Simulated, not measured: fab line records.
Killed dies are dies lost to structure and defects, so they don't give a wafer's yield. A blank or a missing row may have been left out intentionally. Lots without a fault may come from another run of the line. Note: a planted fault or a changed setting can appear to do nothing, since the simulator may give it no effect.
Comparing a struck lot with a sound one :: flow berkeley-cmos170 :: 16 steps out of a route of 331
Sound: wafers L956.1, L956.2, L956.5. Struck: wafer L969.4 (left out: L969.2, L969.3 of the same lot, which were not struck); the cause appears at the end.
Order at every step that has rows: each side's tool, ch and its chambers, its first start. Under that, the readings that differ: sound wafers :: struck wafers :: difference of the means :: sigmas: that difference in standard deviations of wafers without a fault.
alike: readings with means less than 2 such deviations apart, plus words and numbers identical on both sides. not compared: withheld readings, readings lacking a value on some wafer, bounds such as >300 that could conceal the same value, and numbers that have no deviation in the record and whose values overlap.
The two part at a step that has a row with sigmas, a row that says differs or no value, or rows on one side only. Numbers that have no deviation but don't overlap get no sigmas and don't part them. A reading missing from all wafers of one side parts the sides only when that side holds two or more wafers.

first, 6 steps without rows for these wafers: UCB170_M2_COAT_09; UCB170_M2_COAT_10 (resist thk 900 nm); UCB170_M2_SOFTBAKE_11 (time 60 s); UCB170_M2_EXPOSE_12 (exposes mask METAL2, target cd 700 nm); UCB170_M2_PEB_13; UCB170_M2_DEVELOP_14 (develop time 45 s).
UCB170_M2_CD_MEAS_15: target cd 700 nm.
  sound: cd-sem-01 at day 8 02:38; struck: cd-sem-01 at day 11 17:05
  alike: cd-nm
UCB170_M2_OVL_MEAS_16:
  sound: overlay-02 at day 8 02:46; struck: overlay-01 at day 11 17:11
  alike: M2_OVL
UCB170_M2_ETCH_17: etches BARC in N2/H2.
  sound on rie-diel-02 ch 0,1,2, day 8 02:48; struck on rie-diel-02 ch 3, day 11 17:13
  alike: drypump-motor-current-A, h2-flow-sccm, oes-product-au, throttle-valve-pct
UCB170_M2_METAL_ETCH_18: etches Al in Cl2/BCl3, stops on SiO2, target depth 1170 nm, time 195 s.
  sound on rie-metal-03 ch 0, day 8 02:50; struck on rie-metal-01 ch 0, day 11 17:16
  alike: drypump-motor-current-A, oes-product-au, throttle-valve-pct
  not compared: rf-hours-counter-h
UCB170_M2_STRIP_19: strips in O2.
  sound on plasma-asher-03 ch 0,1, day 8 03:13; struck on plasma-asher-02 ch 1, day 11 17:27
  alike: drypump-motor-current-A, oes-product-au
  not compared: rf-hours-counter-h
UCB170_M2_CD_MEAS_90: target cd 700 nm.
  sound: cd-sem-02 at day 8 03:19; struck: cd-sem-02 at day 11 17:34
  alike: cd-nm
UCB170_V2_CVD_00: deposits SiO2 from TEOS/O2, target thk 2000 nm, time 250 s.
  sound on pecvd-04 ch 0,2, day 8 03:26; struck on pecvd-02 ch 0, day 11 17:40
reading: run-length-s (s)
sound: 277.4 277.8 277.6
struck: 374.8
difference: +97.2
sigmas: +99 or more

reading: model.SiO2_of_V2_CVD_00.thk-nm (nm)
sound: 1974 1972 2007
struck: 2817
difference: +833
sigmas: 
  alike: heater-power-w, susceptor-temp-C
  not compared: since-wet-clean-h
UCB170_V2_THK_MEAS_01:
  sound: film-metro-01 at day 8 03:35; struck: film-metro-01 at day 11 17:55
reading: V2_TEOS_THK (nm)
sound: 1974 1970 2007
struck: 2818
difference: +834
sigmas: +32
UCB170_V2_CMP_02: polishes SiO2.
  sound on cmp-01 ch 0,1,3, day 8 03:45; struck on cmp-01 ch 1, day 11 17:58
  alike: motor-current-A, platen-rpm
UCB170_M3_PROBE_99:
  only the struck wafers here have rows in the record (prober-02, day 12 00:43); the sound ones have none

WHERE THEY PART
Earliest at UCB170_V2_CVD_00; latest, in this record, at UCB170_M3_PROBE_99.

WHY: what had been put in by the simulator
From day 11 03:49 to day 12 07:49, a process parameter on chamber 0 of pecvd-02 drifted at UCB170_V2_CVD_00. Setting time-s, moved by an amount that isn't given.
